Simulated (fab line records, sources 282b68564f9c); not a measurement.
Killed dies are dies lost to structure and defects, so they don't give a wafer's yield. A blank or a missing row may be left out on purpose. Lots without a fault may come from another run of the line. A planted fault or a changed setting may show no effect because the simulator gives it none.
A struck lot beside a sound one | flow rit_cmos | 44 steps out of a route of 202
Sound: wafers L911.1, L911.4, L911.5. Struck: wafers L918.2, L918.3, L918.4. The cause comes at the end.
At each step with rows: each side's tool, then ch and its chambers, then its first start. Under that, the readings that differ: sound wafers | struck wafers | difference of the means | sigmas: that difference in standard deviations of wafers without a fault.
alike: readings whose means differ by less than 2 such deviations, and words and numbers that are the same on both sides. not compared: withheld readings, readings that some wafer has no value for, bounds like >300 that may hide the same value, and numbers for which the record gives no deviation and whose values overlap.
The two part at a step that has a row with sigmas, a row that says differs or no value, or rows on one side only. Numbers that don't overlap but have no deviation are shown without sigmas and don't part them. A reading that every wafer of one side lacks parts them only if that side has two wafers or more.

first, 2 steps without rows for these wafers: RIT_NLDD_HARDBAKE_07 (time 60 s); RIT_NLDD_IMPLANT_08.
RIT_NLDD_STRIP_09: strips in O2, time 180 s.
  sound on plasma_asher-04 ch 0, day 4 15:49; struck on plasma_asher-01 ch 0,1, day 6 02:52
  alike: drypump_motor_current_A, rf_refl_power_W
  not compared: rf_hours_counter_h
RIT_NLDD_TW_MEAS_10:
  sound on film_metro-01, day 4 15:59; struck on film_metro-01, day 6 03:04
  alike: NLDD_TW
then, 6 steps without rows for these wafers: RIT_PLDD_HMDS_00 (prime time 60 s); RIT_PLDD_COAT_01 (resist thk 1000 nm); RIT_PLDD_SOFTBAKE_02 (time 60 s); RIT_PLDD_EXPOSE_03 (exposes mask M8, target cd 40900 nm); RIT_PLDD_PEB_04; RIT_PLDD_DEVELOP_05 (develop time 50 s).
RIT_PLDD_OVL_MEAS_06:
  sound on overlay-02, day 4 17:09; struck on overlay-02, day 6 04:05
  alike: PLDD_OVL
then, 1 step without rows for these wafers: RIT_PLDD_HARDBAKE_07 (time 60 s).
RIT_PLDD_IMPLANT_08:
  sound on implanter-03 ch 0, day 4 17:27; struck on implanter-03 ch 0, day 6 04:17
  reading                          | sound                         | struck                         | difference | sigmas
  dose_ions_cm2                    | 8.988e+14 9.004e+14 8.987e+14 | 1.44e+15 1.4401e+15 1.4377e+15 | +5.40e+14  | +99 or more
  end_station_pressure_torr (Torr) | 8.6e-06 7.5e-06 7e-06         | 8.4e-06 9.2e-06 8.3e-06        | +9.3e-07   | +2
  faraday_current_uA               | 2738 2760 2859                | 4641 4611 4392                 | +1762      | +33
then, 1 step without rows for these wafers: RIT_PLDD_STRIP_09 (strips in O2, time 180 s).
RIT_PLDD_TW_MEAS_10:
  sound on film_metro-02, day 4 17:46; struck on film_metro-03, day 6 04:36
  reading | sound          | struck         | difference | sigmas
  PLDD_TW | 2365 2363 2357 | 2651 2666 2665 | +299       | +15
then, 4 steps without rows for these wafers: RIT_SPACER_CLEAN_00 (cleans in SC1, time 600 s); RIT_SPACER_CLEAN_01 (cleans in dHF, time 30 s); RIT_SPACER_CLEAN_02 (cleans in SC2, time 600 s); RIT_SPACER_CVD_03 (deposits Si3N4 from SiH2Cl2/NH3, target thk 250 nm, time 3226 s).
RIT_SPACER_THK_MEAS_04:
  sound on film_metro-01, day 4 20:09; struck on film_metro-02, day 6 07:27
  alike: SPACER_NITRIDE_THK
RIT_SPACER_ETCHBACK_05: etches Si3N4 in SF6/CHF3, stops on SiO2, target depth 250 nm, time 240 s.
  sound on rie_diel-01 ch 2,3, day 4 20:13; struck on rie_diel-01 ch 0,2,3, day 6 07:30
  alike: drypump_motor_current_A, oes_product_au, throttle_valve_pct
  not compared: rf_hours_counter_h
then, 2 steps without rows for these wafers: RIT_NSD_HMDS_00 (prime time 60 s); RIT_NSD_COAT_01 (resist thk 1000 nm).
RIT_NSD_SOFTBAKE_02: time 60.96 s.
  sound on litho_track-01 ch 0, day 4 20:52; struck on litho_track-03 ch 0, day 6 07:59
  alike: plate_sensor_t_centre_C, plate_sensor_t_edge_C, resist_line_temp_C
then, 3 steps without rows for these wafers: RIT_NSD_EXPOSE_03 (exposes mask M9, target cd 40700 nm); RIT_NSD_PEB_04; RIT_NSD_DEVELOP_05 (develop time 50 s).
RIT_NSD_OVL_MEAS_06:
  sound on overlay-02, day 4 21:32; struck on overlay-01, day 6 08:38
  alike: NSD_OVL
then, 2 steps without rows for these wafers: RIT_NSD_HARDBAKE_07 (time 60 s); RIT_NSD_IMPLANT_08.
RIT_NSD_STRIP_09: strips in O2, time 180 s.
  sound on plasma_asher-02 ch 0,1, day 4 21:53; struck on plasma_asher-02 ch 0,1, day 6 09:04
  alike: drypump_motor_current_A, rf_refl_power_W
  not compared: rf_hours_counter_h
RIT_NSD_TW_MEAS_10:
  sound on film_metro-02, day 4 22:03; struck on film_metro-02, day 6 09:16
  alike: NSD_TW
then, 6 steps without rows for these wafers: RIT_PSD_HMDS_00 (prime time 60 s); RIT_PSD_COAT_01 (resist thk 1000 nm); RIT_PSD_SOFTBAKE_02 (time 60 s); RIT_PSD_EXPOSE_03 (exposes mask M10, target cd 40900 nm); RIT_PSD_PEB_04; RIT_PSD_DEVELOP_05 (develop time 50 s).
RIT_PSD_OVL_MEAS_06:
  sound on overlay-01, day 4 23:05; struck on overlay-01, day 6 10:17
  alike: PSD_OVL
then, 2 steps without rows for these wafers: RIT_PSD_HARDBAKE_07 (time 60 s); RIT_PSD_IMPLANT_08.
RIT_PSD_STRIP_09: strips in O2, time 180 s.
  sound on plasma_asher-01 ch 1, day 4 23:25; struck on plasma_asher-02 ch 0,1, day 6 10:37
  alike: drypump_motor_current_A, rf_refl_power_W
  not compared: rf_hours_counter_h
RIT_SDANNEAL_RS_MEAS_06: measures by four-point-probe.
  sound on film_metro-02, day 5 00:20; struck on film_metro-02, day 6 11:47
  reading          | sound             | struck            | difference | sigmas
  PLDD_RS (ohm/sq) | 177.9 178.7 178.1 | 157.0 157.1 156.9 | -21.2      | -45
RIT_M1_PROBE_99:
  sound on prober-02, day 5 07:20; struck on prober-02, day 6 19:47
  reading                              | sound                | struck               | difference | sigmas
  model.etest.pmos_turned.r_on_ohm_um  | 3616 3582 3544       | 3213 3248 3166       | -372       |
  model.etest.pmos_0p15.r_on_ohm_um    | 2846 2824 2806       | 2585 2618 2534       | -246       |
  model.etest.pldd.rs_ohm_sq           | 556.2 525 531.6      | 363.9 372.1 364.7    | -170.7     |
  model.etest.pldd.line_ohm_um         | 175.5 166.4 166.4    | 116 117.3 113.4      | -54        |
  model.etest.pmos_turned.drive_ua_um  | 174.2 177.6 181.1    | 207.7 201.4 209.1    | +28.4      |
  model.etest.pmos_0p15.drive_ua_um    | 249.2 251 254.9      | 275.7 267.1 275      | +20.9      |
  model.etest.pmos_0p15.swing_mv_dec   | 84.13 84.17 84.57    | 84.63 84.66 84.76    | +0.39      |
  model.etest.pmos_0p15.off_log10_a_um | -10.44 -10.47 -10.37 | -10.02 -10.18 -9.911 | +0.39      |
  alike: killed_at_contacts, killed_at_front_end, killed_dies, killed_open, killed_short

WHERE THEY PART
First at RIT_PLDD_IMPLANT_08; last, within this record, at RIT_SDANNEAL_RS_MEAS_06. Later steps at which nothing parts them and some readings are alike: RIT_M1_PROBE_99.

WHY: what the simulator had put in
Process parameter drift: implanter-03, from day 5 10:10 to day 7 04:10, at RIT_PLDD_IMPLANT_08. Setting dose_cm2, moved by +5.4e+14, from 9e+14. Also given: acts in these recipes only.
